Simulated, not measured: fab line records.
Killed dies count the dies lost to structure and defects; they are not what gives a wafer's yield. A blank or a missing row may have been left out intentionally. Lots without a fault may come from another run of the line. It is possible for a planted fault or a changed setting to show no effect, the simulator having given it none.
Which of the tools did it?    flow rit_cmos    Sampling: 13 lots, 39 wafers, 3 of 202 route steps

== WHAT THE GAUGES SHOWED, per wafer ==
RIT_SILICIDE_RS_MEAS_02: measures by four-point-probe. Usual: for SILICIDE_TI_RS the level is 49.7 ohm/sq and the standard deviation is 0.57.
lot   measured     on             SILICIDE_TI_RS (ohm/sq)  flag
L352  day 3 05:02  film_metro-01  50.0 49.7 50.1           
L353  day 3 13:19  film_metro-02  50.1 48.9 48.9           
L354  day 3 18:36  film_metro-02  49.4 49.5 49.4           
L355  day 4 01:12  film_metro-01  51.0 50.9 50.4           
L356  day 4 05:22  film_metro-04  49.2 49.4 50.1           
L357  day 4 10:33  film_metro-02  49.7 49.4 49.8           
L359  day 4 19:07  film_metro-01  49.1 50.3 50.2           
L360  day 5 03:17  film_metro-01  58.5 49.3 58.6           OFF
L361  day 5 05:05  film_metro-04  49.3 49.3 50.0           
L366  day 6 07:04  film_metro-01  49.2 49.2 49.6           
L368  day 6 12:39  film_metro-01  49.5 50.4 49.9           
L370  day 7 00:49  film_metro-02  49.2 50.0 49.5           
L374  day 7 20:44  film_metro-01  50.4 49.8 49.6           

RIT_SILICIDE_THK_MEAS_03: measures by xrf. Usual: for SILICIDE_TI_THK the level is 28.8 nm and the standard deviation is 0.31.
lot   measured     on             SILICIDE_TI_THK (nm)  flag
L352  day 3 05:10  film_metro-01  28.7 28.8 28.6        
L353  day 3 13:25  film_metro-02  28.6 29.1 29.1        
L354  day 3 18:43  film_metro-02  28.7 28.8 28.8        
L355  day 4 01:19  film_metro-01  28.2 28.3 28.5        
L356  day 4 05:29  film_metro-04  28.7 28.7 28.4        
L357  day 4 10:40  film_metro-02  28.5 28.8 28.5        
L359  day 4 19:13  film_metro-01  29.0 28.6 28.6        
L360  day 5 03:25  film_metro-01  25.4 28.9 25.2        OFF
L361  day 5 05:12  film_metro-04  28.9 29.0 28.5        
L366  day 6 07:11  film_metro-01  29.3 29.1 29.0        
L368  day 6 12:46  film_metro-01  28.9 28.6 28.8        
L370  day 7 00:56  film_metro-02  29.0 28.4 28.7        
L374  day 7 20:52  film_metro-01  28.7 28.9 29.0        

== EACH LOT AND THE TOOL THAT RAN IT (in order: tool; ch and the chambers of the sampled wafers; start) ==
lot   RIT_SILICIDE_SPUTTER_01
L352  pvd_sputter-03, day 3 04:53
L353  pvd_sputter-04, day 3 13:08
L354  pvd_sputter-03, day 3 18:26
L355  pvd_sputter-04, day 4 01:03
L356  pvd_sputter-03, day 4 05:12
L357  pvd_sputter-04, day 4 10:24
L359  pvd_sputter-04, day 4 18:56
L360  pvd_sputter-03, day 5 03:08
L361  pvd_sputter-02, day 5 04:55
L366  pvd_sputter-02, day 6 06:54
L368  pvd_sputter-04, day 6 12:30
L370  pvd_sputter-02, day 7 00:40
L374  pvd_sputter-02, day 7 20:35
- RIT_SILICIDE_SPUTTER_01: material Ti, target thk 30 nm, time 240 s.

== WHAT THE TOOLS THEMSELVES READ (means of the sampled wafers that have a number; where no wafer has one, the mark that the record gives instead) ==
RIT_SILICIDE_SPUTTER_01. Usual: throttle_valve_pct 29.9 %, standard deviation 1.2.
lot   tool            throttle_valve_pct (%)  flag
L352  pvd_sputter-03  29.6                    
L353  pvd_sputter-04  30.8                    
L354  pvd_sputter-03  29.3                    
L355  pvd_sputter-04  29.9                    
L356  pvd_sputter-03  29.8                    
L357  pvd_sputter-04  31.6                    
L359  pvd_sputter-04  32.5                    
L360  pvd_sputter-03  29.5                    
L361  pvd_sputter-02  29.5                    
L366  pvd_sputter-02  29.7                    
L368  pvd_sputter-04  30.9                    
L370  pvd_sputter-02  29.5                    
L374  pvd_sputter-02  29.7                    

== THE ANSWER, worked out from the rows above alone ==
Rule: lot off if the mean of its wafers having a number is beyond 3 standard deviations from the usual mean. Also off: a lot with no number at a reading for which 4 or more lots have one. Any other lot the step has rows for is counted as sound. First the gauges in route order, then the tools' own readings, where a lot's mean is used as printed above. At the first step where some lot is off, the reading lying furthest off is the one used; lots without a number count as furthest.
Off: at RIT_SILICIDE_RS_MEAS_02 (SILICIDE_TI_RS), L360.
If a tool, at a process step before that reading, ran all the lots that are off and no sound lot after the first of them, it fits. Gauges at RIT_SILICIDE_RS_MEAS_02: tried the same way as those tools. One candidate fits, namely pvd_sputter-03 at RIT_SILICIDE_SPUTTER_01. A fault onset in the window from L356 (day 4 05:12, its last sound lot) to L360 (day 5 03:08, its first lot off) fits.

== WHAT THE SIMULATOR HAD PUT IN ==
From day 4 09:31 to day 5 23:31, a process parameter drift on pvd_sputter-03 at RIT_SILICIDE_SPUTTER_01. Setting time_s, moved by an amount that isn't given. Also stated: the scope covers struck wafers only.
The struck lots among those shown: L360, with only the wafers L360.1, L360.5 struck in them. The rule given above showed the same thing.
